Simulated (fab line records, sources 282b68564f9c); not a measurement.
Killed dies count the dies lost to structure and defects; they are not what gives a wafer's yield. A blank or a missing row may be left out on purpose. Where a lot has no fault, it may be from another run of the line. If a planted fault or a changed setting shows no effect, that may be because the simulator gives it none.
Code-filled problem report in 8D (eight disciplines) form :: flow rit_cmos :: the parts of the form that need people (team, actions taken, sign-off) are left out

## 1. WHAT WENT WRONG
PWELL_OVL at RIT_PWELL_OVL_MEAS_06 reads a mean of 361.6 nm on 6 wafers of 2 lots; wafers without a fault read 0.5 nm with a standard deviation of 1.3. That is +99 or more standard deviations from the usual mean.
First seen on wafer L729.1, day 5 13:49, on overlay-01. Wafers with a number at this step in the record: 42, from 14 lots. The rule behind "out" and "out of limits": a value lying over 4 standard deviations away from the usual mean. The rest of the wafers with a number are treated as sound.

## 2. WHAT IT IS, WHAT IT ISN'T
question: which readings at this step
is: PWELL_OVL
is not: -

question: which lots
is: L729, L731
is not: L714, L715, L717, L718, L719, L720, L721, L722, L723, L725, L726, L735

question: which wafers of those lots
is: all that have a number
is not: -

question: read on which gauges
is: overlay-01, overlay-02
is not: -

question: when
is: from day 5 13:49
is not: up to then (33 sound wafers); but 3 sound wafers of L735 came after

## 3. THE SUSPECTS, EACH WITH WHAT RULES IT OUT
Counting: a tool at any process step up to the reading remains a suspect when it ran all the lots that are out and ran no sound lot after the first of those.
- ruled out: the gauge at RIT_PWELL_OVL_MEAS_06. 2 gauges (overlay-01, overlay-02) read the wafers that are out.
- iline_stepper-02 at RIT_PWELL_EXPOSE_03 (exposes mask M3, target cd 43700 nm): kept. Every lot that is out went through it, starting with L729 (day 5 13:23), and after that it ran no sound lot; the last sound lot it ran before then is L725 (day 4 17:18).
After counting, what remains is iline_stepper-02 at RIT_PWELL_EXPOSE_03.

## 4. THE CAUSE (what the simulator had put in)
Scanner matching overlay: iline_stepper-02, from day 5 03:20 on, at RIT_PWELL_EXPOSE_03. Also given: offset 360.
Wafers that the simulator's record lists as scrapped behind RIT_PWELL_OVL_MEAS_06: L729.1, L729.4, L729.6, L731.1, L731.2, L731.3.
This tool alone remained once counting was done.

## 5. THE EFFECT CHAIN, in route order
Each row: a reading whose mean over the struck wafers that have a number lies more than 3 standard deviations from the usual. Only readings for which the record gives a usual standard deviation are gone through. hours: the time from each lot's start at the first step in this table that gives one to its start at this step, as a median over the lots. sigmas: the change in usual standard deviations.
hours: 0
step: RIT_PWELL_OVL_MEAS_06
reading: PWELL_OVL
usual: 0.5 nm
on struck wafers: 361.6
change: +361.1
sigmas: +99 or more

## 6. HOW IT WOULD HAVE BEEN CAUGHT EARLIER
Counted from the fault's start at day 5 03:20, it took 10 hours until the first out-of-limits reading at a measuring or inspecting step in this record, taken at day 5 13:49.
Of the lots that are out (2), L731 began RIT_PWELL_EXPOSE_03 on iline_stepper-02 after day 5 13:49. A tool hold placed at that time would have kept it from harm.
